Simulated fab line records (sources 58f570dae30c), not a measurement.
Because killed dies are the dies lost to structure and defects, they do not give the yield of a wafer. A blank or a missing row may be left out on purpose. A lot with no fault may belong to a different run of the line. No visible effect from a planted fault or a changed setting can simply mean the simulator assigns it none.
Matching of chambers ; flow berkeley_cmos170 ; UCB170_SPACER_ETCHBACK_03 on rie_diel-04 has 4 sister chambers
The step etches SiO2 in CHF3/CF4/Ar, stops on Si, target depth 376 nm, time 100 s. 14 wafers are shown with their chamber, then 7 later ones without.

== EACH WAFER AND ITS CHAMBER ==
wafer;chamber;drypump_motor_current_A (A);throttle_valve_pct (%);oes_product_au (a.u.)
L958.1;0;6.6;6.45;0.897
L958.2;2;4.9;6.47;0.921
L958.5;3;5.2;6.53;0.908
L968.1;1;5.3;6.42;0.908
L968.4;3;5.2;6.52;0.904
L968.5;0;6.6;6.45;0.937
L972.1;3;5.2;6.53;0.897
L972.2;1;5.3;6.42;0.922
L972.3;2;5.0;6.46;0.918
L974.1;3;5.2;6.51;0.896
L974.2;0;6.6;6.46;0.924
L974.5;2;5.0;6.46;0.922
L976.3;2;5.0;6.46;0.908
L976.4;1;5.3;6.40;0.927

SIGNATURES, as means of the wafers listed above
reading;chamber 0;chamber 1;chamber 2;chamber 3;scatter within a chamber
drypump_motor_current_A;6.600;5.300;4.975;5.200;0.0274
throttle_valve_pct;6.4533;6.4133;6.4625;6.5225;0.00827
oes_product_au;0.91933;0.91900;0.91725;0.90125;0.0112
Rule: for a wafer and a chamber, the distance is found by dividing, reading by reading, the gap between the wafer's reading and the chamber's mean by the reading's scatter, squaring, summing and taking the root. If the next closest chamber is less than 2 further off than the closest, the wafer can't be placed; otherwise it belongs to the closest. The scatter: the root of (the sum of the squares of (reading less its chamber's mean) over the shown wafers, divided by (wafers less chambers)).

== WAFERS WITHOUT THEIR CHAMBER ==
wafer;drypump_motor_current_A (A);throttle_valve_pct (%);oes_product_au (a.u.)
L976.5;5.2;6.51;0.890
L978.3;5.3;6.39;0.909
L978.4;5.2;6.52;0.879
L978.5;5.0;6.45;0.908
L977.1;5.3;6.40;0.910
L977.3;6.6;6.45;0.909
L977.6;5.3;6.39;0.909

== EACH ONE'S CHAMBER ==
wafer;from the rows above;in truth
L976.5;3;3
L978.3;1;1
L978.4;3;3
L978.5;2;2
L977.1;1;1
L977.3;0;0
L977.6;1;1
7 of 7 placed correctly. From these rows, 0 cannot be placed. Number placed wrongly: 0.
